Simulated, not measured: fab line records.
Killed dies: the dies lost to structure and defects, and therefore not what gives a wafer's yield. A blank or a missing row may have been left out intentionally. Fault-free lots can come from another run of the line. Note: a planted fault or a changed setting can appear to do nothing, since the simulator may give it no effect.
Matching of chambers | flow berkeleyCmos170 | UCB170_NWELL_ETCH_13 on rieDiel-01 has 4 sister chambers
The step etches Si3N4 in CH3F/Ar/O2, stops on SiO2, target depth 246.4 nm, time 154 s. 4 wafers are shown with their chamber, then 11 later ones without.

EACH WAFER AND ITS CHAMBER
wafer  | chamber | drypumpMotorCurrentA (A)
L087.3 | 3       | 5.7
L089.3 | 1       | 6.0
L089.4 | 0       | 5.3
L090.1 | 2       | 6.0

WAFERS WHOSE CHAMBER IS MISSING
wafer  | drypumpMotorCurrentA (A)
L090.5 | 5.8
L090.6 | 5.3
L092.3 | 6.0
L092.4 | 5.3
L092.5 | 5.2
L095.2 | 6.1
L095.3 | 5.3
L095.4 | 6.0
L096.4 | 6.0
L096.5 | 6.0
L096.6 | 5.3

WHICH CHAMBER EACH ONE RAN IN
wafer  | from the rows above          | in truth
L090.5 | can't be placed: 3 or 1 or 2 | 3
L090.6 | 0                            | 0
L092.3 | can't be placed: 1 or 2      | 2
L092.4 | 0                            | 0
L092.5 | 0                            | 0
L095.2 | can't be placed: 1 or 2      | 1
L095.3 | 0                            | 0
L095.4 | can't be placed: 1 or 2      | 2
L096.4 | can't be placed: 1 or 2      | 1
L096.5 | can't be placed: 1 or 2      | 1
L096.6 | 0                            | 0
Placed correctly: 5 of 11. Unplaceable from these rows: 6, with the true chamber sitting among the candidates in 6. Placed wrongly: 0.
How it was worked out, from the rows above alone: a wafer's distance from a chamber is the root of the sum, over the readings, of the square of ((its reading less the chamber's mean) divided by the reading's scatter). The wafer belongs to the nearest chamber; if the next one is less than 2 further off, it can't be placed. The mean given for a chamber averages the wafers shown for that chamber. The scatter: with one shown wafer a chamber, the root of the mean of the squares of how far each hidden wafer lies from its nearest shown one.
